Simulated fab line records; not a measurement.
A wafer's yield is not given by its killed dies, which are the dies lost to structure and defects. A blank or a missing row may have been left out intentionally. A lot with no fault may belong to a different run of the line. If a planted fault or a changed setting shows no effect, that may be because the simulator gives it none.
2 desks looking at one fault    flow rit cmos    each desk has only its own numbers; what lay behind them comes last

## DESK OF THE TOOL OWNER: lpcvd-01
The tool's own readings at RIT_SPACER_CVD_03 (deposits Si3N4 from SiH2Cl2/NH3, target thk 250 nm, time 3300 s): means of the sampled wafers that have a number, for each lot that ran on this tool. If a lot's mean is further than 4 standard deviations from the usual mean, the lot is out of limits and carries the mark OUT (the distance appears in the brackets).
Columns: A = pressure mtorr at RIT_SPACER_CVD_03, usual 300.1 mTorr; B = spike tc centre C at RIT_SPACER_CVD_03, usual 812.4 C; C = zone power load pct at RIT_SPACER_CVD_03, usual 21.0 %
lot   first seen here  A      B      C
L589  day 2 22:53      300.5  811.1  21.0
L590  day 3 01:10      300.4  812.2  20.7
L591  day 3 04:55      300.3  811.0  21.1
L593  day 3 15:13      299.4  811.2  21.0
L599  day 4 22:11      299.2  812.2  21.0
L601  day 5 11:31      299.8  811.4  20.8
L603  day 5 19:02      299.2  811.2  21.0
Result from this desk: across the 7 lots, nothing is out of limits.

## FROM THE METROLOGY DESK
What the gauges read, lot by lot, whatever tool the lot ran on: means of the sampled wafers that have a number. If a lot's mean is further than 4 standard deviations from the usual mean, the lot is out of limits and carries the mark OUT (the distance appears in the brackets).
Columns: A = PWELL_OVL at RIT_PWELL_OVL_MEAS_06, usual -0.3 nm; B = cd nm at RIT_GATE_CD_MEAS_16, usual 149.6 nm; C = M1_BOW at RIT_M1_BOW_MEAS_16, usual 16 um
lot   first seen here  A     B      C
L589  day 1 22:35      -2.2  152.7  14
L590  day 2 03:49      0.3   149.3  20
L591  day 2 07:52      1.3   151.4  20
L592  day 2 13:07      -1.1  147.3  15
L593  day 2 18:02      0.4   152.3  15
L599  day 4 00:32      -0.3  148.6  25
L601  day 4 11:22      -0.8  151.0  10
L602  day 4 16:02      -1.5  150.2  11
L603  day 4 21:37      1.2   152.4  17
L604  day 5 02:58      -0.6  151.2  9
L606  day 5 12:53      1.3   146.5  18
L608  day 5 21:38      0.3   153.0  22
L609  day 6 01:56      1.4   150.2  7
L610  day 6 07:08      -0.3  151.9  20
Result from this desk: across the 14 lots, nothing is out of limits.

## ALL TOGETHER
The tool owner's desk saw nothing out of limits.
Nothing out of limits was seen by the metrology desk.

## WHAT HAD BEEN PUT IN BY THE SIMULATOR
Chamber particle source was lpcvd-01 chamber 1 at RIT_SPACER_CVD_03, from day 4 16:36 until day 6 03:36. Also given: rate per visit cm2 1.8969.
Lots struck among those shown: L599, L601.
